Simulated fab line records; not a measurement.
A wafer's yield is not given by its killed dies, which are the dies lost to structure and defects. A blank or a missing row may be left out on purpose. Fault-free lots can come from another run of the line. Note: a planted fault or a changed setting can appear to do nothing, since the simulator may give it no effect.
Tool commonality check ; flow rit cmos ; Sample size 15 lots and 45 wafers

## WHY IT WAS OPENED
At RIT_REOX_THK_MEAS_04 the reading REOX_OXIDE_THK is flagged on 3 of 15 lots. Wafers without a fault read 25.3 nm, standard deviation 0.51.
Rule: a lot is flagged when every wafer of it that has a number lies more than 4 standard deviations from that mean, or none has a number. All remaining lots are regarded as sound.

lot;measured;on;REOX_OXIDE_THK (nm), wafer by wafer;flag
L906;day 2 15:40;film metro-04;25.6 26.0 25.4;
L908;day 3 02:57;film metro-01;25.7 25.8 25.2;
L907;day 3 03:01;film metro-01;40.1 39.9 39.8;FLAGGED
L909;day 3 11:38;film metro-01;40.4 40.1 40.5;FLAGGED
L910;day 3 15:57;film metro-02;25.5 25.6 25.5;
L912;day 3 21:21;film metro-04;24.7 24.7 24.5;
L914;day 4 12:44;film metro-04;40.1 38.9 40.1;FLAGGED
L920;day 5 14:11;film metro-04;25.5 25.6 25.2;
L921;day 5 20:16;film metro-01;24.9 25.3 25.2;
L922;day 6 03:06;film metro-01;25.2 25.3 25.1;
L923;day 6 06:32;film metro-04;24.9 24.6 24.7;
L924;day 6 13:39;film metro-04;25.2 25.1 25.1;
L925;day 6 19:36;film metro-02;25.4 25.4 25.1;
L926;day 6 23:32;film metro-01;25.5 25.7 25.3;
L928;day 7 10:37;film metro-04;26.2 26.5 26.3;
The mean of the flagged lots' numbers is 40.0 nm, +14.7 nm from the usual (+29 standard deviations).

## LOT BY LOT: THE TOOL USED
The record keeps 1 process step preceding the reading, out of 202 steps on the route. Read each cell as the tool, then ch plus the chambers that the sampled wafers visited, then the start.
lot;flag;RIT_REOX_OXIDATION_03
L906;;furnace-03 ch 0, day 2 13:05
L908;;furnace-03 ch 0, day 3 00:24
L907;FLAGGED;furnace-04 ch 0, day 2 18:08 and furnace-03 ch 0, day 3 00:24
L909;FLAGGED;furnace-04 ch 0, day 3 06:16
L910;;furnace-04 ch 0, day 3 13:24
L912;;furnace-02 ch 0, day 3 18:47
L914;FLAGGED;furnace-04 ch 0, day 4 06:44 and furnace-02 ch 0, day 4 10:11
L920;;furnace-03 ch 0, day 5 11:38
L921;;furnace-03 ch 0, day 5 17:42
L922;;furnace-03 ch 0, day 6 00:32
L923;;furnace-02 ch 0, day 6 03:58
L924;;furnace-04 ch 0, day 6 11:05
L925;;furnace-02 ch 0, day 6 17:03
L926;;furnace-02 ch 0, day 6 20:59
L928;;furnace-02 ch 0, day 7 08:03
What the steps here do:
- RIT_REOX_OXIDATION_03: target thk 25.2 nm, ox time 5580 s.
- RIT_REOX_THK_MEAS_04

## FLAGGED AGAINST TOTAL, ONE TOOL AT A TIME (gauges that did the reading follow at the end)
step;tool;lots run;flagged;share of the flagged lots;sound lots run after its first flagged lot
RIT_REOX_OXIDATION_03;furnace-02;6;1;some;4 (L923,L925,L926,L928)
RIT_REOX_OXIDATION_03;furnace-03;6;1;some;3 (L920,L921,L922)
RIT_REOX_OXIDATION_03;furnace-04;5;3;all;2 (L910,L924)
RIT_REOX_THK_MEAS_04;film metro-01;6;2;some;3 (L921,L922,L926)
RIT_REOX_THK_MEAS_04;film metro-02;2;0;none;-
RIT_REOX_THK_MEAS_04;film metro-04;7;1;some;4 (L920,L923,L924,L928)

## WHAT IS ALLOWED BY THE TABLE
All flagged lots share 1 row of the table, namely furnace-04 at RIT_REOX_OXIDATION_03.
- furnace-04 at RIT_REOX_OXIDATION_03 ran 5 lots, 3 of them flagged. After the first flagged lot (L910, L924), sound lots still ran on it; a lasting fault on the whole tool would not permit that.
Not one row of the table ran every flagged lot while running no sound lot after the first.

## WHAT THE SIMULATOR HAD INSERTED
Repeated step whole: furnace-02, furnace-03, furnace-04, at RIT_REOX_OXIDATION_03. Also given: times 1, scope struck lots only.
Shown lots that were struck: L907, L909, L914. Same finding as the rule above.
